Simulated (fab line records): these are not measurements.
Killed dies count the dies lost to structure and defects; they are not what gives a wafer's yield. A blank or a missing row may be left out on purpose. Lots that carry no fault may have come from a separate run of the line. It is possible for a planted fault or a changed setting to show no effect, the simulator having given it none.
Split-lot study | flow berkeleyCmos170 | 23 wafers read across 5 lots, on a route 331 steps long

SPLIT DETAILS
At UCB170_CONTACT_ETCH_18 (etches PSG in CHF3/CF4/Ar, stops on TiSi2, target depth 840 nm, time 195 s), the setting rfW was moved away from the recipe's 700 W on 8 of the 23 wafers read, by -10.1% to +4.3%. For the rest of the wafers, this setting stayed at what the recipe calls for.

The reading is taken at the split's own step.

THE READING
KrF_of_CONTACT_COAT_10.thkNm (the simulator's own value, which no gauge read), in nm, at UCB170_CONTACT_ETCH_18 (etches PSG in CHF3/CF4/Ar, stops on TiSi2, target depth 840 nm, time 195 s). There is no usual value for it anywhere in the file. The 15 wafers here that ran the recipe average 693.1 nm, standard deviation 2.9 nm.

wafer  | tool, chamber at the split | rfW as run, W | against the recipe | KrF_of_CONTACT_COAT_10.thkNm, nm | against lot-mates on the recipe
L076.1 | rieDiel-01, 2              | 700           | recipe             | 693.5                            | -
L076.2 | rieDiel-01, 0              | 700           | recipe             | 689.4                            | -
L076.4 | rieDiel-01, 3              | 700           | recipe             | 689.9                            | -
L076.5 | rieDiel-01, 3              | 700           | recipe             | 689                              | -
L076.6 | rieDiel-01, 2              | 700           | recipe             | 691.1                            | -
L075.3 | rieDiel-04, 3              | 700           | recipe             | 693.7                            | -
L075.4 | rieDiel-04, 1              | 700           | recipe             | 689.2                            | -
L075.5 | rieDiel-04, 3              | 700           | recipe             | 694.1                            | -
L077.1 | rieDiel-03, 3              | 630.5         | -9.9%              | 706.9                            | +9.3
L077.3 | rieDiel-03, 0              | 700           | recipe             | 697                              | -
L077.4 | rieDiel-03, 2              | 630.5         | -9.9%              | 708.6                            | +11.0
L077.5 | rieDiel-03, 3              | 700           | recipe             | 696.7                            | -
L077.6 | rieDiel-03, 0              | 700           | recipe             | 699.1                            | -
L079.1 | rieDiel-03, 2              | 629.2         | -10.1%             | 705.8                            | +11.7
L079.3 | rieDiel-03, 1              | 629.2         | -10.1%             | 706                              | +11.9
L079.4 | rieDiel-03, 3              | 629.2         | -10.1%             | 705                              | +10.9
L079.5 | rieDiel-03, 3              | 700           | recipe             | 693.7                            | -
L079.6 | rieDiel-03, 0              | 700           | recipe             | 694.5                            | -
L082.1 | rieDiel-01, 0              | 700           | recipe             | 694                              | -
L082.2 | rieDiel-01, 2              | 700           | recipe             | 691.9                            | -
L082.3 | rieDiel-01, 1              | 730.1         | +4.3%              | 687.5                            | -5.5
L082.4 | rieDiel-01, 3              | 730.1         | +4.3%              | 690.8                            | -2.2
L082.5 | rieDiel-01, 0              | 730.1         | +4.3%              | 687.6                            | -5.4

THE FIT
A straight line over all 23 wafers: KrF_of_CONTACT_COAT_10.thkNm changes by -1.28 nm for each +1% of rfW; r = -0.92; the points scatter about the line by 2.7 nm.
The same after taking each lot's own level away (the mean of its wafers on the recipe; 23 wafers): -1.08 nm for each +1%; r = -0.96; scatter 1.5 nm.
On that fit, the largest move of rfW shifts the reading by 11 nm.
Measured against the standard deviation above, the lots' own levels, which go from 690.58 to 697.60 nm, span 2.4 times it.
So the slope is not independent of the lot-to-lot level: the two fits are not the same.
Check: +10.8 nm against its lot-mates is what the line predicts for one of the wafers moved furthest among these (-10.1%) when that wafer is left out of the fit. Against them it came out at +11.7 nm.

ADDITIONAL SPLITS CARRIED BY THESE WAFERS
These wafers also went through other splits before the reading. Each is held against what the fit with the lots' levels taken away leaves over:
other split on the same wafers   | wafers away from the commonest value | r with KrF_of_CONTACT_COAT_10.thkNm (lot level and that fit taken away)
UCB170_NLDD_COAT_01 resistThkNm  | 6                                    | +0.18
UCB170_NLDD_IMPLANT_09 energyKev | 10                                   | +0.12
UCB170_CONTACT_CVD_01 o2FlowSccm | 10                                   | -0.13

THE FILE'S OWN FIT
KrF_of_CONTACT_COAT_10.thkNm changes by -1.07 nm for each +1% of rfW, r = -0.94.
